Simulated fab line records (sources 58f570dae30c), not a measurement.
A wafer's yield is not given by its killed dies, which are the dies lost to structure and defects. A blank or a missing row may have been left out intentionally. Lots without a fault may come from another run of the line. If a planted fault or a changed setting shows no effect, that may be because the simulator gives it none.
fab line records	flow berkeley_cmos170
record: lots: 15	wafers: 45	last_day: 12
route steps=331 shown PWELL@47 NVT@112 GATE@141 NSD@194
lots untouched by any fault: they come from a run of this same line in which no faults occurred
start_h: start of the lot's first displayed wafer, in hours after the record's first day	wait_h: hours from the lot's prior step to this one	" identical to the entry in the row above	L1.1+2: one row covering several wafers at once	- no value present, or no start provided	* or withheld: withheld	< > ~ a bound
route shown NAME@n: names a module that has steps shown in the file, with the first one's number in the route	usual: the fault-free wafers' mean and standard deviation	same: alike in all rows	chamber/n: place in a boat	sites: readings site by site	_std_site: how widely they spread, as a standard deviation	_edge_site: outer sites' mean less inner sites'	radius_mm: how far each site lies from the wafer's centre	mask NAME#n: copy n	behind: the last tool/chamber to shape the wafer	hold: why the lot went on hold/how many hours it stayed there/how the hold came to an end	device: whichever transistor did not switch (one of n, p or np)	end of line: tests run on the same wafers once the route is complete	for a step that has no rows: nothing shown but its recipe	killed: count of dies lost to structure and defects at first sort (not the wafer's yield)	map: the dies of a wafer, with x for killed, . for not killed, _ for no die there
set.NAME: the setting the step ran with; set.NAME@STEP: the setting that earlier step ran with	model.NAME: the simulator's own value behind a step, which no gauge read
one table for each step of the route and one row for each wafer, over a sample of lots
services: when a tool's chamber went out of use (start_h, in hours from the record's first day, below 0 if earlier), for how many hours, and the reason
== steps ==
step: UCB170_PWELL_OVL_MEAS_13
usual: PWELL_OVL: -4/5.3
lot.wafer	tool	chamber	start_h	wait_h	PWELL_OVL[nm]
L523.1	overlay-02	-	50.62	-	-5
L523.2	"	-	"	"	-1
L523.4	"	-	"	"	-2
L522.1	overlay-01	-	50.74	-	0
L522.2	"	-	"	"	-1
L522.5	"	-	"	"	-10
L524.1	overlay-01	-	53.20	-	1
L524.3	"	-	"	"	4
L524.6	"	-	"	"	0
L525.2	overlay-01	-	67.43	-	0
L525.4	"	-	"	"	2
L525.6	"	-	"	"	-7
L527.1	overlay-02	-	76.07	-	-10
L527.4	"	-	"	"	-6
L527.5	"	-	"	"	6
L528.3	overlay-01	-	76.21	-	-7
L528.5	"	-	"	"	-3
L528.6	"	-	"	"	-5
L530.1	overlay-02	-	94.47	-	-11
L530.3	"	-	"	"	-7
L530.4	"	-	"	"	-14
L531.1	overlay-02	-	97.48	-	-2
L531.3	"	-	"	"	-5
L531.5	"	-	"	"	-8
L534.1	overlay-01	-	107.71	-	-7
L534.4	"	-	"	"	-3
L534.5	"	-	"	"	-7
L537.4	overlay-02	-	119.20	-	-9
L537.5	"	-	"	"	-6
L537.6	"	-	"	"	-5
L535.3	overlay-01	-	119.43	-	1
L535.4	"	-	"	"	-6
L535.5	"	-	"	"	2
L542.2	overlay-01	-	144.29	-	-2
L542.3	"	-	"	"	-8
L542.5	"	-	"	"	-4
L544.4	overlay-01	-	156.79	-	-5
L544.5	"	-	"	"	2
L544.6	"	-	"	"	0
L543.1	overlay-02	-	161.74	-	-15
L543.5	"	-	"	"	-9
L543.6	"	-	"	"	-13
L545.1	overlay-01	-	161.86	-	-7
L545.4	"	-	"	"	5
L545.5	"	-	"	"	-5
step: UCB170_NVT_STRIP_08
recipe: chemistry: O2	power_w: 400	pressure_mtorr: 3500	platen_temp_c: withheld	o2_flow_sccm: 400	overash_fraction: 0.5
usual: drypump_motor_current_A: 5.8/0.53	oes_product_au: 0.735/0.0044	strip_time_to_endpoint_s: 21.63/0.05
lot.wafer	tool	chamber	start_h	wait_h	drypump_motor_current_A	oes_product_au	rf_hours_counter_h	strip_time_to_endpoint_s
L523.1	plasma_asher-02	1	102.70	0.1	6.6	0.734	43	21.53
L523.2	"	0	"	"	6.5	0.738	43	21.52
L523.4	"	0	"	"	6.4	0.730	-	21.58
L524.1	plasma_asher-04	0	103.03	0.1	5.1	0.730	35	21.62
L524.3	"	0	"	"	5.1	0.736	-	21.61
L524.6	"	1	"	"	5.5	0.729	-	21.60
L522.1	plasma_asher-02	0	103.25	0.1	6.4	0.730	43	21.62
L522.2	"	1	"	"	6.6	0.726	43	21.60
L522.5	"	0	"	"	6.5	0.733	-	21.62
L528.3	plasma_asher-04	0	126.02	0.1	5.2	0.738	-	21.54
L528.5	"	0	"	"	5.2	0.728	-	21.59
L528.6	"	1	"	"	5.5	0.732	-	21.61
L527.1	plasma_asher-03	0	126.24	0.1	5.9	0.737	1	21.74
L527.4	"	0	"	"	5.9	0.736	-	21.69
L527.5	"	1	"	"	5.4	0.734	-	21.65
L525.2	plasma_asher-04	0	126.28	0.1	5.2	0.739	38	21.59
L525.4	"	0	"	"	5.2	0.729	-	21.62
L525.6	"	0	"	"	5.1	0.739	-	21.68
L530.1	plasma_asher-02	0	149.47	0.1	6.5	0.733	48	21.64
L530.3	"	1	"	"	6.6	0.727	-	21.61
L530.4	"	0	"	"	6.4	0.729	-	21.63
L531.1	plasma_asher-04	0	149.74	0.1	5.1	0.731	40	21.63
L531.3	"	0	"	"	5.1	0.736	-	21.68
L531.5	"	1	"	"	5.5	0.741	-	21.70
L534.1	plasma_asher-04	1	155.94	0.1	5.5	0.735	41	21.71
L534.4	"	0	"	"	5.2	0.729	-	21.70
L534.5	"	0	"	"	5.1	0.735	-	21.71
L537.4	plasma_asher-03	1	174.40	0.1	5.3	0.735	-	21.64
L537.5	"	0	"	"	5.9	0.735	-	21.64
L537.6	"	1	"	"	5.4	0.745	-	21.66
L535.3	plasma_asher-04	1	179.95	0.1	5.5	0.737	-	21.66
L535.4	"	0	"	"	5.1	0.734	-	21.61
L535.5	"	1	"	"	5.5	0.735	-	21.63
L542.2	plasma_asher-03	0	200.36	0.1	5.9	0.732	9	21.65
L542.3	"	0	"	"	5.9	0.734	-	21.63
L542.5	"	1	"	"	5.4	0.737	-	21.59
L543.1	plasma_asher-02	0	215.18	0.1	6.5	0.741	55	21.63
L543.5	"	0	"	"	6.5	0.737	-	21.62
L543.6	"	1	"	"	6.6	0.731	-	21.70
L544.4	plasma_asher-03	1	215.49	0.1	5.4	0.730	-	21.60
L544.5	"	1	"	"	5.4	0.735	-	21.62
L544.6	"	0	"	"	5.9	0.729	-	21.62
L545.1	plasma_asher-02	1	220.45	0.1	6.6	0.740	55	21.65
L545.4	"	0	"	"	6.5	0.736	-	21.63
L545.5	"	1	"	"	6.6	0.729	-	21.59
step: UCB170_GATE_ETCH_15
recipe: chemistry: HBr/Cl2	target: poly-Si	stop_on: SiO2	over_etch_frac: 0.3	icp_w: 300	bias_w: 150	time_s: 56.3	pressure_mtorr: 15	HBr_flow_sccm: 150	Cl2_flow_sccm: 50	target_depth_a: 2782
usual: drypump_motor_current_A: 5.5/0.37	oes_product_au: 0.837/0.01	run_length_s: 84.7/0.47	throttle_valve_pct: 26.33/0.16
same: over_etch_frac: 0.3
lot.wafer	tool	chamber	start_h	wait_h	drypump_motor_current_A	oes_product_au	rf_hours_counter_h	run_length_s	throttle_valve_pct
L524.1	rie_si-01	2	116.27	-	5.3	0.834	33	85.1	26.51
L524.3	"	0	"	"	5.0	0.826	60	84.9	26.30
L524.6	"	2	"	"	5.3	0.836	-	84.7	26.51
L522.1	rie_si-02	2	116.60	-	5.6	0.858	0	84.8	26.34
L522.2	"	1	"	"	5.6	0.862	29	84.2	26.27
L522.5	"	2	"	"	5.6	0.837	-	84.7	26.31
L523.1	rie_si-02	3	116.92	-	6.0	0.843	55	85.6	26.30
L523.2	"	2	"	"	5.6	0.836	0	84.3	26.32
L523.4	"	0	"	"	5.5	0.828	46	84.0	26.64
L528.3	rie_si-02	1	140.41	-	5.6	0.851	29	84.1	26.24
L528.5	"	2	"	"	5.6	0.847	-	84.4	26.32
L528.6	"	3	"	"	6.0	0.839	-	85.0	26.30
L527.1	rie_si-01	3	140.65	-	5.9	0.846	0	84.3	26.18
L527.4	"	1	"	"	5.1	0.850	61	85.6	26.13
L527.5	"	1	"	"	5.1	0.857	-	84.8	26.14
L525.2	rie_si-02	3	140.77	-	6.0	0.833	55	85.8	26.30
L525.4	"	1	"	"	5.6	0.853	29	84.0	26.24
L525.6	"	3	"	"	6.0	0.843	-	85.0	26.29
L530.1	rie_si-02	1	168.18	-	5.7	0.843	29	83.7	26.25
L530.3	"	2	"	"	5.6	0.838	0	84.5	26.30
L530.4	"	0	"	"	5.5	0.836	46	84.3	26.68
L531.1	rie_si-01	2	168.22	-	5.3	0.837	33	84.8	26.53
L531.3	"	0	"	"	4.9	0.848	60	85.3	26.31
L531.5	"	0	"	"	4.9	0.847	-	84.8	26.31
L534.1	rie_si-02	1	171.20	-	5.6	1.008	29	73.3	26.27
L534.4	"	2	"	"	5.6	1.018	0	74.4	26.32
L534.5	"	2	"	"	5.6	1.008	-	74.1	26.31
L537.4	rie_si-02	0	190.85	-	5.5	1.023	47	73.8	26.65
L537.5	"	1	"	"	5.7	1.001	-	73.5	26.26
L537.6	"	2	"	"	5.6	1.020	-	73.9	26.31
L535.3	rie_si-02	3	195.13	-	6.0	1.014	56	74.7	26.31
L535.4	"	2	"	"	5.6	1.017	0	74.6	26.32
L535.5	"	1	"	"	5.7	1.007	-	73.6	26.25
L542.2	rie_si-01	3	214.65	-	5.9	0.824	1	83.9	26.16
L542.3	"	2	"	"	5.3	0.821	33	85.0	26.54
L542.5	"	2	"	"	5.3	0.822	-	84.6	26.52
L544.4	rie_si-01	3	231.82	-	5.9	0.822	1	84.4	26.17
L544.5	"	3	"	"	5.9	0.827	-	83.9	26.16
L544.6	"	2	"	"	5.3	0.833	-	84.7	26.53
L543.1	rie_si-01	2	232.47	-	5.3	0.820	33	84.7	26.54
L543.5	"	3	"	"	5.9	0.828	-	84.2	26.16
L543.6	"	2	"	"	5.3	0.827	-	84.7	26.53
L545.1	rie_si-01	1	232.74	-	5.1	0.842	62	85.2	26.14
L545.4	"	2	"	"	5.3	0.832	33	85.0	26.51
L545.5	"	1	"	"	5.1	0.853	-	84.9	26.14
step: UCB170_NSD_OVL_MEAS_07
usual: NSD_OVL: 0/5.6
lot.wafer	tool	chamber	start_h	wait_h	NSD_OVL[nm]
L523.1	overlay-01	-	129.98	0.1	-7
L523.2	"	-	"	"	-4
L523.4	"	-	"	"	0
L524.1	overlay-01	-	130.22	0.1	10
L524.3	"	-	"	"	7
L524.6	"	-	"	"	7
L522.1	overlay-01	-	130.46	0.1	-1
L522.2	"	-	"	"	-12
L522.5	"	-	"	"	-6
L525.2	overlay-01	-	154.07	0.1	-2
L525.4	"	-	"	"	-4
L525.6	"	-	"	"	2
L527.1	overlay-02	-	154.30	0.1	-10
L527.4	"	-	"	"	-3
L527.5	"	-	"	"	-3
L528.3	overlay-01	-	154.59	0.1	-3
L528.5	"	-	"	"	1
L528.6	"	-	"	"	-2
L531.1	overlay-02	-	181.44	0.1	-6
L531.3	"	-	"	"	0
L531.5	"	-	"	"	3
L534.1	overlay-01	-	182.40	0.1	-5
L534.4	"	-	"	"	-8
L534.5	"	-	"	"	-7
L530.1	overlay-02	-	182.46	0.1	2
L530.3	"	-	"	"	-6
L530.4	"	-	"	"	-6
L537.4	overlay-02	-	206.32	0.1	-3
L537.5	"	-	"	"	-1
L537.6	"	-	"	"	-4
L535.3	overlay-02	-	208.01	0.1	-3
L535.4	"	-	"	"	0
L535.5	"	-	"	"	0
L542.2	overlay-01	-	229.92	0.1	7
L542.3	"	-	"	"	4
L542.5	"	-	"	"	2
L544.4	overlay-01	-	246.22	0.1	1
L544.5	"	-	"	"	-6
L544.6	"	-	"	"	-4
L545.1	overlay-02	-	246.32	0.1	-1
L545.4	"	-	"	"	1
L545.5	"	-	"	"	13
L543.1	overlay-02	-	246.75	0.1	-4
L543.5	"	-	"	"	7
L543.6	"	-	"	"	-2
== services ==
tool	chamber	start_h	hours	kind
rie_si-02	2	91.95	6.0	repair
rie_si-02	2	97.98	-	clean
rie_si-02	2	97.98	11.0	scheduled_down
rie_si-02	2	97.98	11.0	vent_cycle
plasma_asher-03	-	108.75	9.0	pm
plasma_asher-03	0	108.75	9.0	vent_cycle
plasma_asher-03	1	108.75	9.0	vent_cycle
plasma_asher-03	0	117.75	-	clean
plasma_asher-03	1	117.75	-	clean
plasma_asher-02	-	204.21	5.4	repair
rie_si-01	1	206.36	3.2	repair
plasma_asher-04	-	214.87	0.4	repair
rie_si-02	-	221.70	28.1	pm
== key ==
first_sign: step: UCB170_GATE_ETCH_15	reading: run_length_s	direction: down	sigmas: 23	usual: *	struck: *
effect: step: UCB170_GATE_ETCH_15	reading: oes_product_au	direction: up	sigmas: 17	usual: 0.837	struck: 1.013
met_at UCB170_GATE_ETCH_15
struck_lots L534,L535,L537
sort_left_out L534.1,L534.4,L534.5,L535.3,L535.4,L535.5,L537.4,L537.5,L537.6
tester_left_out L534,L535,L537
not_acting_at UCB170_PWELL_OVL_MEAS_13,UCB170_NVT_STRIP_08,UCB170_NSD_OVL_MEAS_07
onset_between 168.18 171.20
fault: kind: process_parameter_drift	tool: rie_si-02	chamber: -	onset_h: 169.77	steps: UCB170_GATE_ETCH_15	channel: time_s	offset: *	shape: step	end_h: 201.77	stated: *
tester_left_out: of these lots the tester's yield and bins aren't shown, on N5 and GAA mostly nor the transistor test; their killed dies are dies lost to structure and defects alone, not to doping, threshold or leakage, so they don't give the yield
sort_left_out: the simulated sort isn't trusted on such a fault, so these wafers' sort isn't shown, and their yield isn't known
